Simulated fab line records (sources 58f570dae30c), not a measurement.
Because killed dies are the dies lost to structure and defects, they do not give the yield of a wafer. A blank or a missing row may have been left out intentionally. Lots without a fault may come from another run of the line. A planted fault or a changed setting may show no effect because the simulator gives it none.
Code-filled problem report in 8D (eight disciplines) form :: flow berkeley cmos170 :: the parts of the form that need people (team, actions taken, sign-off) are left out

== 1. PROBLEM STATEMENT ==
M3_AL_RS at UCB170_M3_RS_MEAS_02 reads a mean of 0.0209 ohm/sq on 2 wafers of 2 lots; wafers without a fault read 0.0323 ohm/sq with a standard deviation of 0.00035. Measured from the usual mean, that is -33 standard deviations.
The step: measures by four-point-probe.
Seen first at day 9 14:46 on film metro-04, wafer L783.3. Wafers with a number at this step in the record: 42, from 14 lots. By rule, "out" or "out of limits" means more than 4 standard deviations away from the usual mean. The other wafers with a number count as sound.

== 2. WHAT IT IS, WHAT IT ISN'T ==
question: which readings at this step
is: M3_AL_RS
is not: -

question: which lots
is: L783, L784
is not: L774, L775, L776, L777, L779, L787, L788, L790, L793, L794, L795, L796

question: which wafers of those lots
is: L783.3, L784.3
is not: L783.2, L783.5, L784.1, L784.6

question: read on which gauges
is: film metro-02, film metro-04
is not: film metro-01

question: when
is: from day 9 14:46
is not: up to then (17 sound wafers); but 23 sound wafers of L784, L787, L788, L790, L793, L794, L795, L796 came after

== 3. SUSPECTS, AND WHAT RULES EACH OUT ==
Counting: a tool at a process step up to the reading stays a suspect if it ran every lot that is out. Sound lots after the first of them don't rule it out here, since some wafers of a struck lot are sound.
- the gauge at UCB170_M3_RS_MEAS_02 is ruled out. The wafers that are out were read on 2 gauges (film metro-02, film metro-04).
- pvd sputter-03 at UCB170_M3_SPUTTER_01 (material Al, target thk 900 nm, time 120 s): kept. It ran every lot that is out, first L783 (day 9 14:39); its last sound lot up to then is L779 (day 8 14:18).
The count leaves pvd sputter-03 at UCB170_M3_SPUTTER_01.

== 4. THE CAUSE (what the simulator had put in) ==
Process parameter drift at UCB170_M3_SPUTTER_01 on pvd sputter-03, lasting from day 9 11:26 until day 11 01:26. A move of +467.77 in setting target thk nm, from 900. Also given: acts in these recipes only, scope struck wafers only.
After counting, this tool was the only one left.

== 5. THE CHAIN OF EFFECTS, in route order ==
One row per reading whose mean, taken over the struck wafers that have a number, lies over 3 standard deviations from the usual. Readings are gone through only where the record gives a usual standard deviation; hours: the median, over the lots, of the time from a lot's start at the first step in this table giving one to that lot's start at this step; sigmas: the change measured in usual standard deviations.
hours: 0
step: UCB170_M3_RS_MEAS_02
reading: M3_AL_RS
usual: 0.0323 ohm/sq
on struck wafers: 0.0209
change: -0.0114
sigmas: -33

hours: 0
step: UCB170_M3_THK_MEAS_03
reading: M3_AL_THK
usual: 899 nm
on struck wafers: 1378
change: +478
sigmas: +44

hours: 3
step: UCB170_M3_METAL_ETCH_18
reading: oes product au
usual: 0.854 a.u.
on struck wafers: 1.018
change: +0.164
sigmas: +12
Its process steps:
- UCB170_M3_METAL_ETCH_18: etches Al in Cl2/BCl3, stops on SiO2, target depth 1170 nm, time 195 s.

== 6. HOW IT WOULD HAVE BEEN CAUGHT EARLIER ==
In this record the first reading out of limits at a measuring or inspecting step was taken at day 9 14:46, 3 hours after the fault began at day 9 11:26.
Of the tool readings at UCB170_M3_SPUTTER_01 for which the record gives a usual standard deviation, none was out on any struck wafer, so an alarm limit of 4 standard deviations on them would not have fired.
Lots out: 2; of these, L784 started UCB170_M3_SPUTTER_01 on pvd sputter-03 after day 9 14:46. Putting the tool on hold at that point would have spared it.
